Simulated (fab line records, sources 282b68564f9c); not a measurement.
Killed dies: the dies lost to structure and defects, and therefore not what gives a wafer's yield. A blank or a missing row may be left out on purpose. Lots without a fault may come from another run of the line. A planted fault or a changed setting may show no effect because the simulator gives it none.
fab line records	flow ritCmos
record: lots: 5	wafers: 15	lastDay: 8
route steps=202 shown SDANNEAL@154 PSD@157 NSD@158 PLDD@159 NLDD@160 SILICIDE@161 CONTACT@168 M1@184
lots untouched by any fault: they come from a run of this same line in which no faults occurred
startH: start of the lot's first displayed wafer, in hours after the record's first day	waitH: hours since the lot's step before	" as in the row above	L1.1+2: a single row standing in for several wafers	- no value, or no start was given	* or withheld: withheld	< > ~ a bound
route shown NAME@n: NAME is a module with steps in the file, n the number in the route of the first one	usual: the fault-free wafers' mean and standard deviation	same: alike in all rows	chamber/n: place in a boat	sites: the reading at each site	_std_site: standard deviation across them	_edge_site: inner sites' mean taken away from outer sites' mean	radiusMm: for every site, how far away it sits from the centre of the wafer	mask NAME#n: copy n	behind: the tool/chamber that last shaped the wafer	hold: what put the lot on hold/how long, in hours/how the hold closed	device: transistor that didn't switch, given as n, p or np	end of line: tests run on the same wafers once the route is complete	step lacking rows: just its recipe	killed: dies lost to structure and defects at the first sort, not the wafer's yield	map: dies across one wafer; x = killed, . = not, _ = none there
set.NAME: the setting the step ran with; set.NAME@STEP: the setting that earlier step ran with	model.NAME: the simulator's own value behind a step, which no gauge read
lots at selected steps of the route; one table per step, one row per wafer
services: when a tool's chamber went out of use (startH, in hours from the record's first day, below 0 if earlier), for how many hours, and the reason
== steps ==
step: RIT_SDANNEAL_CLEAN_01
recipe: chemistry: dHF	dilution: 50:1	timeS: 30
step: RIT_SDANNEAL_CLEAN_02
recipe: chemistry: SC2	mix: 3:3:50	timeS: 600	tempC: 75	dry: n2Spin
step: RIT_SDANNEAL_RTA_03
recipe: tempC: 1050	timeS: 5	idleTempC: 600	rampUpCPerS: 342	rampDownCPerS: 171	coolToC: 600	ambient: N2
step: RIT_SDANNEAL_RS_MEAS_04
recipe: thkMeasGauge: four-point-probe
usual: PSD_RS: 115.9/0.3
lot.wafer	tool	chamber	startH	waitH	PSD_RS[ohm/sq]
L225.1	filmMetro-01	-	64.25	0.0	115.6
L225.2	"	-	"	"	116.0
L225.3	"	-	"	"	115.9
L231.1	filmMetro-04	-	98.21	0.0	116.0
L231.2	"	-	"	"	115.8
L231.3	"	-	"	"	115.5
L233.1	filmMetro-03	-	104.11	0.0	115.4
L233.3	"	-	"	"	115.2
L233.6	"	-	"	"	115.4
L245.2	filmMetro-01	-	175.19	0.1	115.9
L245.4	"	-	"	"	115.8
L245.5	"	-	"	"	115.8
L246.4	filmMetro-01	-	179.96	0.1	115.9
L246.5	"	-	"	"	115.8
L246.6	"	-	"	"	116.2
step: RIT_SDANNEAL_RS_MEAS_05
recipe: thkMeasGauge: four-point-probe
usual: NSD_RS: 84.51/0.23
lot.wafer	tool	chamber	startH	waitH	NSD_RS[ohm/sq]
L225.1	filmMetro-01	-	64.37	0.1	84.10
L225.2	"	-	"	"	84.66
L225.3	"	-	"	"	84.52
L231.1	filmMetro-04	-	98.33	0.1	84.23
L231.2	"	-	"	"	84.15
L231.3	"	-	"	"	84.08
L233.1	filmMetro-03	-	104.23	0.1	84.15
L233.3	"	-	"	"	84.03
L233.6	"	-	"	"	83.87
L245.2	filmMetro-01	-	175.31	0.1	84.53
L245.4	"	-	"	"	84.40
L245.5	"	-	"	"	84.62
L246.4	filmMetro-01	-	180.08	0.1	84.95
L246.5	"	-	"	"	84.72
L246.6	"	-	"	"	84.89
step: RIT_SDANNEAL_RS_MEAS_06
recipe: thkMeasGauge: four-point-probe
usual: PLDD_RS: 178.6/0.51
lot.wafer	tool	chamber	startH	waitH	PLDD_RS[ohm/sq]
L225.1	filmMetro-01	-	64.49	0.1	178.4
L225.2	"	-	"	"	178.9
L225.3	"	-	"	"	178.7
L231.1	filmMetro-04	-	98.45	0.1	178.9
L231.2	"	-	"	"	178.5
L231.3	"	-	"	"	178.0
L233.1	filmMetro-03	-	104.35	0.1	178.4
L233.3	"	-	"	"	178.7
L233.6	"	-	"	"	177.9
L245.2	filmMetro-01	-	175.43	0.1	178.6
L245.4	"	-	"	"	178.6
L245.5	"	-	"	"	178.1
L246.4	filmMetro-01	-	180.20	0.1	178.6
L246.5	"	-	"	"	178.7
L246.6	"	-	"	"	178.5
step: RIT_SDANNEAL_RS_MEAS_07
recipe: thkMeasGauge: four-point-probe
usual: NLDD_RS: 151.6/0.5
lot.wafer	tool	chamber	startH	waitH	NLDD_RS[ohm/sq]
L225.1	filmMetro-01	-	64.61	0.1	151.0
L225.2	"	-	"	"	151.2
L225.3	"	-	"	"	151.2
L231.1	filmMetro-04	-	98.57	0.1	151.8
L231.2	"	-	"	"	151.7
L231.3	"	-	"	"	151.9
L233.1	filmMetro-03	-	104.47	0.1	151.8
L233.3	"	-	"	"	151.4
L233.6	"	-	"	"	151.6
L245.2	filmMetro-01	-	175.55	0.1	151.6
L245.4	"	-	"	"	151.4
L245.5	"	-	"	"	151.9
L246.4	filmMetro-01	-	180.32	0.1	152.0
L246.5	"	-	"	"	152.8
L246.6	"	-	"	"	152.7
step: RIT_SILICIDE_WET_ETCH_00
recipe: chemistry: BOE	target: SiO2	targetDepthNm: 14	timeS: 15	dry: n2Spin	dilution: 10:1	tempC: 21.5
step: RIT_SILICIDE_SPUTTER_01
recipe: material: Ti	targetThkNm: 30	powerW: 350	chamberPressurePa: 0.667	gas: Ar	timeS: 240	substrateTempC: 25
step: RIT_SILICIDE_RS_MEAS_02
recipe: thkMeasGauge: four-point-probe	reads: Ti_of_SILICIDE_SPUTTER_01
usual: SILICIDE_TI_RS: 47.8/0.48
lot.wafer	tool	chamber	startH	waitH	SILICIDE_TI_RS[ohm/sq]
L225.1	filmMetro-02	-	64.89	0.1	47.2
L225.2	"	-	"	"	48.1
L225.3	"	-	"	"	47.4
L231.1	filmMetro-03	-	98.85	0.1	48.3
L231.2	"	-	"	"	48.3
L231.3	"	-	"	"	48.8
L233.1	filmMetro-01	-	104.75	0.1	47.9
L233.3	"	-	"	"	47.5
L233.6	"	-	"	"	47.6
L245.2	filmMetro-03	-	175.83	0.1	48.2
L245.4	"	-	"	"	47.9
L245.5	"	-	"	"	48.0
L246.4	filmMetro-02	-	180.60	0.1	47.9
L246.5	"	-	"	"	47.2
L246.6	"	-	"	"	48.1
step: RIT_SILICIDE_THK_MEAS_03
recipe: thkMeasGauge: xrf	reads: Ti_of_SILICIDE_SPUTTER_01
usual: SILICIDE_TI_THK: 30.27/0.29
lot.wafer	tool	chamber	startH	waitH	SILICIDE_TI_THK[nm]
L225.1	filmMetro-02	-	65.01	0.1	30.59
L225.2	"	-	"	"	30.24
L225.3	"	-	"	"	30.58
L231.1	filmMetro-03	-	98.97	0.1	30.21
L231.2	"	-	"	"	30.03
L231.3	"	-	"	"	29.96
L233.1	filmMetro-01	-	104.87	0.1	29.92
L233.3	"	-	"	"	30.03
L233.6	"	-	"	"	29.99
L245.2	filmMetro-03	-	175.94	0.1	30.14
L245.4	"	-	"	"	30.35
L245.5	"	-	"	"	30.32
L246.4	filmMetro-02	-	180.69	0.1	30.13
L246.5	"	-	"	"	30.52
L246.6	"	-	"	"	30.08
step: RIT_SILICIDE_RTA_04
recipe: tempC: 650	timeS: 10	idleTempC: 25	rampUpS: 5	rampDownS: 5	coolToC: 25	ambient: N2
usual: wafer_temp_C_max: 651.8/0.54
lot.wafer	tool	chamber	startH	waitH	wafer_temp_C_max
L225.1	rtpAnneal-02	0	65.07	0.1	651.0
L225.2	"	0	"	"	651.9
L225.3	"	0	"	"	652.1
L231.1	rtpAnneal-02	0	99.03	0.1	652.1
L231.2	"	0	"	"	651.9
L231.3	"	0	"	"	652.4
L233.1	rtpAnneal-02	0	104.93	0.1	652.1
L233.3	"	0	"	"	652.9
L233.6	"	0	"	"	653.1
L245.2	rtpAnneal-02	0	176.01	0.1	652.3
L245.4	"	0	"	"	651.5
L245.5	"	0	"	"	652.3
L246.4	rtpAnneal-01	0	180.75	0.1	650.8
L246.5	"	0	"	"	651.1
L246.6	"	0	"	"	651.8
step: RIT_SILICIDE_WET_ETCH_05
recipe: chemistry: SPM	target: Ti	tempC: 90	timeS: 120	dry: n2Spin
usual: bathHeatDutyPct: 14.5/1.8
lot.wafer	tool	chamber	startH	waitH	bathHeatDutyPct
L225.1	wetBench-01	2	65.14	0.1	14.0
L225.2	"	2	"	"	15.4
L225.3	"	2	"	"	13.6
L231.1	wetBench-04	1	99.10	0.1	12.6
L231.2	"	1	"	"	12.7
L231.3	"	1	"	"	12.7
L233.1	wetBench-02	2	105.00	0.1	16.1
L233.3	"	2	"	"	14.6
L233.6	"	2	"	"	15.8
L245.2	wetBench-04	1	176.22	0.2	12.2
L245.4	"	1	"	"	11.9
L245.5	"	1	"	"	13.6
L246.4	wetBench-04	3	180.79	0.0	17.3
L246.5	"	3	"	"	16.1
L246.6	"	3	"	"	17.2
step: RIT_SILICIDE_RTA_06
recipe: tempC: 750	timeS: 10	idleTempC: 25	rampUpS: 5	rampDownS: 10	coolToC: 25	ambient: N2
usual: wafer_temp_C_max: 752.0/0.47
lot.wafer	tool	chamber	startH	waitH	wafer_temp_C_max
L225.1	rtpAnneal-01	0	65.18	0.0	751.8
L225.2	"	0	"	"	752.0
L225.3	"	0	"	"	751.9
L231.1	rtpAnneal-01	0	99.14	0.0	752.1
L231.2	"	0	"	"	751.9
L231.3	"	0	"	"	751.7
L233.1	rtpAnneal-01	0	105.04	0.0	752.3
L233.3	"	0	"	"	751.9
L233.6	"	0	"	"	752.3
L245.2	rtpAnneal-01	0	176.28	0.0	751.5
L245.4	"	0	"	"	751.8
L245.5	"	0	"	"	751.9
L246.4	rtpAnneal-02	0	180.87	0.0	753.2
L246.5	"	0	"	"	751.9
L246.6	"	0	"	"	752.0
step: RIT_CONTACT_CVD_00
recipe: material: SiO2	targetThkNm: 400	precursor: TEOS	tempC: 390	timeS: 61	rfW: 400
usual: heaterPowerW: 317/45
lot.wafer	tool	chamber	startH	waitH	heaterPowerW	sinceWetCleanH
L225.1	pecvd-04	1	65.25	0.1	356	1402
L225.2	"	0	"	"	265	1402
L225.3	"	2	"	"	317	1402
L231.1	pecvd-03	1	99.21	0.1	262	654
L231.2	"	2	"	"	330	654
L231.3	"	0	"	"	391	654
L233.1	pecvd-01	2	105.10	0.1	347	256
L233.3	"	1	"	"	301	256
L233.6	"	0	"	"	363	-
L245.2	pecvd-03	1	176.34	0.0	290	732
L245.4	"	2	"	"	339	-
L245.5	"	1	"	"	214	-
L246.4	pecvd-04	2	180.92	0.0	363	-
L246.5	"	0	"	"	246	-
L246.6	"	1	"	"	312	-
step: RIT_CONTACT_THK_MEAS_01
recipe: reads: SiO2_of_CONTACT_CVD_00
usual: CONTACT_TEOS_THK: 401/4.8
lot.wafer	tool	chamber	startH	waitH	CONTACT_TEOS_THK[nm]
L225.1	filmMetro-02	-	65.30	0.0	405
L225.2	"	-	"	"	402
L225.3	"	-	"	"	402
L231.1	filmMetro-01	-	99.26	0.0	397
L231.2	"	-	"	"	399
L231.3	"	-	"	"	399
L233.1	filmMetro-01	-	105.15	0.0	403
L233.3	"	-	"	"	401
L233.6	"	-	"	"	406
L245.2	filmMetro-02	-	176.40	0.0	401
L245.4	"	-	"	"	403
L245.5	"	-	"	"	402
L246.4	filmMetro-04	-	180.98	0.0	406
L246.5	"	-	"	"	404
L246.6	"	-	"	"	406
step: RIT_CONTACT_HMDS_02
recipe: primeTimeS: 60	primeTempC: 140
step: RIT_CONTACT_COAT_03
recipe: resist: NOVOLAK	spinRpm: 3250	resistThkNm: 1000
step: RIT_CONTACT_SOFTBAKE_04
recipe: resist: NOVOLAK	tempC: 90	timeS: 60
step: RIT_CONTACT_EXPOSE_05
recipe: maskId: M11	na: 0.6	sourceShape: conventional	sigmaOuter: 0.5	targetCdNm: 1000	doseMj: 250
step: RIT_CONTACT_PEB_06
recipe: resist: NOVOLAK	tempC: withheld	timeS: withheld
step: RIT_CONTACT_DEVELOP_07
recipe: resist: NOVOLAK	developTimeS: 120	devTempC: 23
step: RIT_CONTACT_CD_MEAS_08
recipe: targetCdNm: 1000
usual: cdNm: 1000.5/2.1
lot.wafer	tool	chamber	startH	waitH	cdNm
L225.1	cdSem-02	-	66.45	-	1001.0
L225.2	"	-	"	"	1002.6
L225.3	"	-	"	"	1004.3
L231.1	cdSem-01	-	100.38	-	998.1
L231.2	"	-	"	"	996.7
L231.3	"	-	"	"	995.7
L233.1	cdSem-02	-	106.18	-	1003.4
L233.3	"	-	"	"	1002.7
L233.6	"	-	"	"	1004.7
L245.2	cdSem-02	-	177.56	-	999.2
L245.4	"	-	"	"	999.2
L245.5	"	-	"	"	999.7
L246.4	cdSem-02	-	182.04	-	999.2
L246.5	"	-	"	"	998.7
L246.6	"	-	"	"	996.0
step: RIT_CONTACT_OVL_MEAS_09
usual: CONTACT_OVL: 1.2/1.5
lot.wafer	tool	chamber	startH	waitH	CONTACT_OVL[nm]
L225.1	overlay-02	-	66.57	0.1	0.4
L225.2	"	-	"	"	0.7
L225.3	"	-	"	"	0.1
L231.1	overlay-02	-	100.50	0.1	2.7
L231.2	"	-	"	"	2.2
L231.3	"	-	"	"	0.2
L233.1	overlay-02	-	106.30	0.1	1.7
L233.3	"	-	"	"	1.5
L233.6	"	-	"	"	-0.8
L245.2	overlay-02	-	177.67	0.1	2.8
L245.4	"	-	"	"	2.9
L245.5	"	-	"	"	3.2
L246.4	overlay-01	-	182.11	0.1	1.3
L246.5	"	-	"	"	1.2
L246.6	"	-	"	"	3.0
step: RIT_CONTACT_HARDBAKE_10
recipe: resist: NOVOLAK	tempC: 140	timeS: 60
step: RIT_CONTACT_ETCH_11
recipe: targetDepthA: 4800	overEtchFrac: 0.2	stopOn: TiSi2	chemistry: CHF3/CF4/Ar	target: SiO2	CHF3_flow_sccm: 50	cf4FlowSccm: 10	Ar_flow_sccm: 100	O2_flow_sccm: 5	pressureMtorr: 100	rfW: 200	timeS: 320
usual: O2_flow_sccm: 5.000/0.014	drypumpMotorCurrentA: 5.9/0.63	mfcArSccm: 99.99/0.28	oesProductAu: 0.992/0.015	throttleValvePct: 8.76/0.097
lot.wafer	tool	chamber	startH	waitH	O2_flow_sccm	drypumpMotorCurrentA	mfcArSccm	oesProductAu	rfHoursCounterH	throttleValvePct
L225.1	rieDiel-01	1	66.76	0.1	5.001	5.9	100.10	0.995	40	8.79
L225.2	"	3	"	"	4.993	6.5	99.90	0.991	146	8.83
L225.3	"	2	"	"	4.993	4.6	99.82	0.967	15	8.71
L231.1	rieDiel-02	2	100.69	0.1	4.998	6.7	100.01	1.012	6	8.68
L231.2	"	3	"	"	5.001	4.8	99.79	0.983	0	8.65
L231.3	"	0	"	"	4.976	6.1	100.26	0.991	6	8.81
L233.1	rieDiel-02	0	106.49	0.1	4.985	6.1	99.80	0.994	6	8.82
L233.3	"	1	"	"	5.031	6.7	100.37	1.004	33	8.82
L233.6	"	1	"	"	5.011	6.7	100.16	1.011	-	8.80
L245.2	rieDiel-03	2	177.85	0.1	5.002	6.0	100.14	0.998	47	8.79
L245.4	"	0	"	"	5.022	5.8	99.70	1.005	69	8.97
L245.5	"	3	"	"	5.001	5.9	99.91	0.980	-	8.61
L246.4	rieDiel-03	2	182.28	0.1	5.005	6.0	99.76	1.004	47	8.81
L246.5	"	2	"	"	5.003	6.0	100.02	1.015	-	8.80
L246.6	"	1	"	"	4.991	5.9	100.09	0.993	-	8.85
step: RIT_CONTACT_STRIP_12
recipe: chemistry: O2	timeS: 180	resist: NOVOLAK	platenTempC: withheld	powerW: 500	pressureMtorr: 4000	o2FlowSccm: 4000
usual: drypumpMotorCurrentA: 5.8/0.53
lot.wafer	tool	chamber	startH	waitH	drypumpMotorCurrentA	rfHoursCounterH
L225.1	plasmaAsher-02	1	66.95	0.1	5.2	44
L225.2	"	0	"	"	6.5	44
L225.3	"	0	"	"	6.5	-
L231.1	plasmaAsher-01	1	100.88	0.1	6.1	26
L231.2	"	0	"	"	5.6	26
L231.3	"	0	"	"	5.6	-
L233.1	plasmaAsher-01	0	106.68	0.1	5.6	27
L233.3	"	1	"	"	6.1	-
L233.6	"	1	"	"	6.1	-
L245.2	plasmaAsher-02	0	178.05	0.1	6.5	56
L245.4	"	1	"	"	5.1	-
L245.5	"	1	"	"	5.2	-
L246.4	plasmaAsher-02	1	182.53	0.2	5.1	-
L246.5	"	1	"	"	5.1	-
L246.6	"	0	"	"	6.5	-
step: RIT_CONTACT_CD_MEAS_90
recipe: targetCdNm: 1000
usual: cdNm: 1000.5/2
lot.wafer	tool	chamber	startH	waitH	cdNm
L225.1	cdSem-01	-	67.13	0.1	1001.1
L225.2	"	-	"	"	1002.6
L225.3	"	-	"	"	1004.1
L231.1	cdSem-01	-	101.06	0.1	997.9
L231.2	"	-	"	"	996.3
L231.3	"	-	"	"	996.0
L233.1	cdSem-02	-	106.86	0.1	1003.6
L233.3	"	-	"	"	1002.3
L233.6	"	-	"	"	1004.7
L245.2	cdSem-02	-	178.24	0.1	999.1
L245.4	"	-	"	"	999.2
L245.5	"	-	"	"	999.5
L246.4	cdSem-01	-	182.71	0.1	999.7
L246.5	"	-	"	"	999.4
L246.6	"	-	"	"	995.8
step: RIT_CONTACT_CLEAN_13
recipe: chemistry: SC1	mix: 3:3:50	timeS: 600	tempC: 75
step: RIT_CONTACT_CLEAN_14
recipe: chemistry: SC2	mix: 3:3:50	timeS: 600	tempC: 75	dry: n2Spin
step: RIT_M1_SPUTTER_00
recipe: material: Al	targetThkNm: 400	powerW: 2000	chamberPressurePa: 0.4	gas: Ar	timeS: 500	substrateTempC: 25
step: RIT_M1_RS_MEAS_01
recipe: thkMeasGauge: four-point-probe	reads: Al_of_M1_SPUTTER_00
usual: M1_AL_RS: 0.0729/0.00084
lot.wafer	tool	chamber	startH	waitH	M1_AL_RS[ohm/sq]
L225.1	filmMetro-01	-	67.89	0.1	0.0732
L225.2	"	-	"	"	0.0730
L225.3	"	-	"	"	0.0739
L231.1	filmMetro-04	-	101.91	0.1	0.0721
L231.2	"	-	"	"	0.0723
L231.3	"	-	"	"	0.0723
L233.1	filmMetro-04	-	107.62	0.1	0.0721
L233.3	"	-	"	"	0.0718
L233.6	"	-	"	"	0.0728
L245.2	filmMetro-04	-	179.18	0.2	0.0731
L245.4	"	-	"	"	0.0736
L245.5	"	-	"	"	0.0735
L246.4	filmMetro-03	-	183.48	0.2	0.0731
L246.5	"	-	"	"	0.0742
L246.6	"	-	"	"	0.0735
step: RIT_M1_THK_MEAS_02
recipe: thkMeasGauge: xrf	reads: Al_of_M1_SPUTTER_00
usual: M1_AL_THK: 399/5.9
lot.wafer	tool	chamber	startH	waitH	M1_AL_THK[nm]
L225.1	filmMetro-01	-	68.01	0.1	390
L225.2	"	-	"	"	395
L225.3	"	-	"	"	388
L231.1	filmMetro-04	-	102.03	0.1	409
L231.2	"	-	"	"	405
L231.3	"	-	"	"	404
L233.1	filmMetro-04	-	107.74	0.1	406
L233.3	"	-	"	"	407
L233.6	"	-	"	"	401
L245.2	filmMetro-04	-	179.29	0.1	400
L245.4	"	-	"	"	395
L245.5	"	-	"	"	398
L246.4	filmMetro-03	-	183.57	0.1	400
L246.5	"	-	"	"	391
L246.6	"	-	"	"	397
step: RIT_M1_HMDS_03
recipe: primeTimeS: 60	primeTempC: 140
step: RIT_M1_COAT_04
recipe: resist: NOVOLAK	spinRpm: 2000	resistThkNm: 1300
step: RIT_M1_SOFTBAKE_05
recipe: resist: NOVOLAK	tempC: 90	timeS: 60
step: RIT_M1_EXPOSE_06
recipe: maskId: M12	na: 0.6	sourceShape: conventional	sigmaOuter: 0.5	targetCdNm: 2600	doseMj: 250
step: RIT_M1_PEB_07
recipe: resist: NOVOLAK	tempC: withheld	timeS: withheld
step: RIT_M1_DEVELOP_08
recipe: resist: NOVOLAK	developTimeS: 68	devTempC: 23
step: RIT_M1_CD_MEAS_09
recipe: targetCdNm: 2600
usual: cdNm: 2600.0/2.1
lot.wafer	tool	chamber	startH	waitH	cdNm
L225.1	cdSem-01	-	68.95	-	2601.6
L225.2	"	-	"	"	2602.0
L225.3	"	-	"	"	2604.9
L231.1	cdSem-01	-	103.24	-	2600.5
L231.2	"	-	"	"	2600.7
L231.3	"	-	"	"	2598.9
L233.1	cdSem-02	-	108.68	-	2601.5
L233.3	"	-	"	"	2601.8
L233.6	"	-	"	"	2599.5
L245.2	cdSem-02	-	180.24	-	2601.1
L245.4	"	-	"	"	2601.0
L245.5	"	-	"	"	2598.3
L246.4	cdSem-02	-	184.66	-	2600.7
L246.5	"	-	"	"	2597.8
L246.6	"	-	"	"	2600.3
step: RIT_M1_OVL_MEAS_10
usual: M1_OVL: 1.0/1.2
lot.wafer	tool	chamber	startH	waitH	M1_OVL[nm]
L225.1	overlay-01	-	69.07	0.1	1.4
L225.2	"	-	"	"	0.8
L225.3	"	-	"	"	1.9
L231.1	overlay-02	-	103.36	0.1	1.5
L231.2	"	-	"	"	0.6
L231.3	"	-	"	"	1.2
L233.1	overlay-02	-	108.80	0.1	1.5
L233.3	"	-	"	"	0.6
L233.6	"	-	"	"	1.6
L245.2	overlay-02	-	180.35	0.1	-1.0
L245.4	"	-	"	"	0.4
L245.5	"	-	"	"	-1.4
L246.4	overlay-01	-	184.74	0.1	3.9
L246.5	"	-	"	"	1.3
L246.6	"	-	"	"	1.4
step: RIT_M1_HARDBAKE_11
recipe: resist: NOVOLAK	tempC: 140	timeS: 120
step: RIT_M1_PROBE_99
usual: killedAtContacts: 0.1/0.23	killedAtFrontEnd: 7/3	killedDies: 7/3	killedOpen: 3.3/1.8	killedShort: 3.3/2.2
same: grossDies: 264	killed_at_M0_to_M3: 0	killed_at_M4_up: 0	killedAtBackSide: 0	killedAtOther: 0
lot.wafer	tool	chamber	startH	waitH	hold	killedAtContacts	killedAtFrontEnd	killedDies	killedOpen	killedShort
L225.1	prober-01	-	71.61	0.1	-	0	7	7	1	6
L225.2	prober-01	-	71.66	0.1	-	0	2	2	0	2
L225.3	prober-01	-	71.71	0.2	-	0	3	3	0	3
L231.1	prober-02	-	105.89	0.1	awaitDispo/1.0h/release	0	34	34	2	4
L231.2	prober-02	-	105.94	0.1	awaitDispo/1.0h/release	0	33	33	4	2
L231.3	prober-02	-	105.99	0.2	awaitDispo/1.0h/release	0	40	40	2	4
L233.1	prober-02	-	111.39	0.1	-	0	2	2	1	1
L233.3	prober-02	-	111.49	0.2	-	0	8	8	5	3
L233.6	prober-02	-	111.64	0.2	-	0	5	5	1	4
L245.2	prober-01	-	182.95	0.1	-	0	16	16	5	11
L245.4	prober-01	-	183.05	0.2	-	0	5	5	2	3
L245.5	prober-01	-	183.10	0.2	-	0	11	11	6	5
L246.4	prober-02	-	187.55	0.2	-	1	2	3	2	1
L246.5	prober-02	-	187.60	0.2	-	0	6	6	4	2
L246.6	prober-02	-	187.65	0.2	-	0	7	7	4	3
killed by level:class
L225.1 SILICIDE:geometricParticle:short=5 GATE:geometricParticle:open=1 GATE:geometricParticle:short=1
L225.2 GATE:geometricParticle:short=1 SPACER:geometricParticle:short=1
L225.3 SPACER:geometricParticle:short=2 FOX1:geometricParticle:short=1
L231.1 SILICIDE:unspecified=28 GATE:geometricParticle:short=2 GATE:geometricParticle:open=2 REOX:geometricParticle:short=1 SILICIDE:geometricParticle:short=1
L231.2 SILICIDE:unspecified=27 GATE:geometricParticle:short=2 FOX1:geometricParticle:open=1 FOX2:geometricParticle:open=1 GATE:geometricParticle:open=1 SPACER:geometricParticle:open=1
L231.3 SILICIDE:unspecified=34 GATE:geometricParticle:short=4 GATE:geometricParticle:open=2
L233.1 FOX2:geometricParticle:short=1 REOX:geometricParticle:open=1
L233.3 FOX1:geometricParticle:short=2 GATE:geometricParticle:open=2 FOX1:geometricParticle:open=1 GATE:geometricParticle:short=1 SPACER:geometricParticle:open=1 SILICIDE:geometricParticle:open=1
L233.6 GATE:geometricParticle:short=4 SPACER:geometricParticle:open=1
L245.2 SILICIDE:geometricParticle:short=3 SPACER:geometricParticle:short=3 FOX1:geometricParticle:open=2 GATE:geometricParticle:open=2 GATE:geometricParticle:short=2 REOX:geometricParticle:short=2 FOX2:geometricParticle:short=1 SILICIDE:geometricParticle:open=1
L245.4 FOX1:geometricParticle:open=1 FOX1:geometricParticle:short=1 FOX2:geometricParticle:short=1 REOX:geometricParticle:open=1 SPACER:geometricParticle:short=1
L245.5 SILICIDE:geometricParticle:open=3 SILICIDE:geometricParticle:short=3 SPACER:geometricParticle:short=2 FOX2:geometricParticle:open=1 GATE:geometricParticle:open=1 SPACER:geometricParticle:open=1
L246.4 GATE:geometricParticle:open=2 CONTACT:geometricParticle:short=1
L246.5 FOX2:geometricParticle:short=2 GATE:geometricParticle:open=2 FOX1:geometricParticle:open=1 REOX:geometricParticle:open=1
L246.6 FOX1:geometricParticle:open=2 GATE:geometricParticle:short=2 GATE:geometricParticle:open=1 REOX:geometricParticle:open=1 SILICIDE:geometricParticle:short=1
map L231.3 (x killed, . not)
________......._______
_____.............____
____...............___
___......xxxx.x.....__
__.......xxxxxx......_
__.......xxxxxxxx...._
_........xxxxxx.x.....
_.........xxxxx.......
_.x........xxx........
_.....................
__.x................._
__...x..............._
___.....x...........__
____....x..........___
_____.........x...____
________......._______
map L246.6 (x killed, . not)
________......._______
_____x............____
____...............___
___...x.............__
__.................x._
__..................._
_.....................
_.......x.............
_.....................
_.....................
__..................._
__..................._
___.....x...........__
____...............___
_____.x.......x...____
________......._______
== services ==
tool	chamber	startH	hours	kind
rieDiel-03	1	52.89	18.1	repair
rieDiel-02	3	68.64	-	clean
rieDiel-02	3	68.64	20.6	scheduledDown
rieDiel-02	3	68.64	20.6	ventCycle
rieDiel-03	1	70.97	-	clean
rieDiel-03	1	70.97	13.4	scheduledDown
rieDiel-03	1	70.97	13.4	ventCycle
pecvd-04	-	72.20	0.9	repair
rieDiel-03	0	85.92	16.2	repair
rieDiel-01	0	87.76	5.4	repair
wetBench-02	-	92.42	3.8	repair
rieDiel-01	0	93.16	-	clean
rieDiel-01	0	93.16	12.9	scheduledDown
rieDiel-01	0	93.16	12.9	ventCycle
pecvd-04	-	98.95	0.8	repair
rieDiel-02	0	119.41	8.8	repair
pecvd-03	-	123.13	0.9	repair
pecvd-04	-	128.57	6.0	pm
pecvd-04	-	148.83	2.4	repair
wetBench-01	-	149.57	5.0	repair
rieDiel-02	-	161.60	14.6	pm
pecvd-03	1	162.49	1.7	repair
rieDiel-03	2	170.21	1.3	repair
rieDiel-02	-	178.54	1.6	repair
== key ==
firstSign: step: RIT_M1_PROBE_99	reading: killedAtFrontEnd	direction: up	sigmas: 9.7	usual: 7	struck: 36
effect: step: RIT_M1_PROBE_99	reading: killedDies	direction: up	sigmas: 9.7	usual: 7	struck: 36
metAt RIT_SILICIDE_WET_ETCH_05
struckWafers L231.1,L231.2,L231.3
testerLeftOut L231
fault: kind: chamberParticleSource	tool: wetBench-04	chamber: 1	onsetH: 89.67	steps: RIT_SILICIDE_WET_ETCH_05	ratePerVisitCm2: 0.70106	endH: 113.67
testerLeftOut: of these lots the tester's yield and bins aren't shown, on N5 and GAA mostly nor the transistor test; their killed dies are dies lost to structure and defects alone, not to doping, threshold or leakage, so they don't give the yield
